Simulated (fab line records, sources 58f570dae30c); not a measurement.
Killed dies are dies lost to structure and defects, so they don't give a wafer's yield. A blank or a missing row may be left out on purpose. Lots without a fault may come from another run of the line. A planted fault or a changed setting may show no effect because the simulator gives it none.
Split-lot experiment | flow berkeley_cmos170 | 5 lots, 23 wafers read, on a route of 331 steps

THE SPLIT
At UCB170_SILICIDE_SPUTTER_01 (material Ti, target thk 30 nm, time 25 s), the setting power_w was moved away from the recipe's 1500 W on 7 of the 23 wafers read, by -4.2% to +7.9%. The other wafers ran this setting at the recipe's value.

FROM THE SPLIT TO THE READING: what the file shows between them, 1 step
- UCB170_SILICIDE_RS_MEAS_02: measures by four-point-probe

THE READING
SILICIDE_TI_THK, in nm, at UCB170_SILICIDE_THK_MEAS_03 (measures by xrf). Fault-free wafers of this fab line usually give 30.1 nm, standard deviation 0.46 nm.

wafer  | tool, chamber at the split | power_w as run, W | against the recipe | SILICIDE_TI_THK, nm | against lot-mates on the recipe
L074.1 | pvd_sputter-01, -          | 1500              | recipe             | 29.8                | -
L074.2 | pvd_sputter-01, -          | 1500              | recipe             | 29.5                | -
L074.3 | pvd_sputter-01, -          | 1619              | +7.9%              | 31.9                | +2.3
L074.4 | pvd_sputter-01, -          | 1500              | recipe             | 29.5                | -
L074.6 | pvd_sputter-01, -          | 1619              | +7.9%              | 32.0                | +2.4
L078.1 | pvd_sputter-01, -          | 1500              | recipe             | 29.9                | -
L078.2 | pvd_sputter-01, -          | 1500              | recipe             | 29.9                | -
L078.3 | pvd_sputter-01, -          | 1500              | recipe             | 29.8                | -
L078.4 | pvd_sputter-01, -          | 1500              | recipe             | 29.6                | -
L078.5 | pvd_sputter-01, -          | 1500              | recipe             | 29.6                | -
L081.3 | pvd_sputter-04, -          | 1500              | recipe             | 30.6                | -
L081.5 | pvd_sputter-04, -          | 1500              | recipe             | 30.5                | -
L081.6 | pvd_sputter-04, -          | 1500              | recipe             | 30.2                | -
L084.2 | pvd_sputter-01, -          | 1562              | +4.1%              | 30.7                | +1.3
L084.3 | pvd_sputter-01, -          | 1500              | recipe             | 29.2                | -
L084.4 | pvd_sputter-01, -          | 1500              | recipe             | 29.5                | -
L084.5 | pvd_sputter-01, -          | 1562              | +4.1%              | 30.4                | +1.0
L084.6 | pvd_sputter-01, -          | 1562              | +4.1%              | 31.0                | +1.6
L083.1 | pvd_sputter-01, -          | 1500              | recipe             | 30.6                | -
L083.3 | pvd_sputter-01, -          | 1437              | -4.2%              | 29.0                | -1.4
L083.4 | pvd_sputter-01, -          | 1500              | recipe             | 30.3                | -
L083.5 | pvd_sputter-01, -          | 1437              | -4.2%              | 29.3                | -1.1
L083.6 | pvd_sputter-01, -          | 1500              | recipe             | 30.4                | -

THE FIT
A straight line over all 23 wafers: SILICIDE_TI_THK changes by +0.225 nm for each +1% of power_w; r = +0.86; the points scatter about the line by 0.41 nm.
The same after taking each lot's own level away (the mean of its wafers on the recipe; 23 wafers): +0.305 nm for each +1%; r = +0.98; scatter 0.17 nm.
On that fit, the largest move of power_w shifts the reading by 2.4 nm.
The lots' own levels span 29.35 to 30.43 nm, that is 2.4 times the standard deviation above.
So the lot-to-lot level changes the slope: the two fits differ.
Check: with one of the wafers moved furthest among these (+7.9%) left out of the fit, the line predicts +2.47 nm for it against its lot-mates. It came out at +2.3 nm against them.

OTHER SPLITS ON THESE WAFERS
These wafers also went through other splits before the reading. Each is held against what the fit with the lots' levels taken away leaves over:
other split on the same wafers        | wafers away from the commonest value | r with SILICIDE_TI_THK (lot level and that fit taken away)
UCB170_GATE_DEVELOP_11 develop_time_s | 10                                   | +0.14
UCB170_NLDD_IMPLANT_08 dose_cm2       | 6                                    | +0.03
UCB170_PSD_IMPLANT_08 energy_kev      | 9                                    | +0.33
UCB170_BACKSIDE_HMDS_00 prime_time_s  | 9                                    | -0.03

THE WHOLE CHAIN: every reading that the file lists as answering this split, in the file's order
step                        | what it does                             | reading                                                                           | change (the file's fit)               | r (the file's)
UCB170_SILICIDE_SPUTTER_01  | material Ti, target thk 30 nm, time 25 s | Ti_of_SILICIDE_SPUTTER_01.thk_nm (the simulator's own value, which no gauge read) | +0.294 nm for each +1% of the setting | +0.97
UCB170_SILICIDE_RS_MEAS_02  | measures by four-point-probe             | SILICIDE_TI_RS                                                                    | -0.297 for each +1% of the setting    | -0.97
UCB170_SILICIDE_THK_MEAS_03 | measures by xrf                          | SILICIDE_TI_THK                                                                   | +0.306 for each +1% of the setting    | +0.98

THE FILE'S OWN FIT
SILICIDE_TI_THK changes by +0.306 nm for each +1% of power_w, r = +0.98.
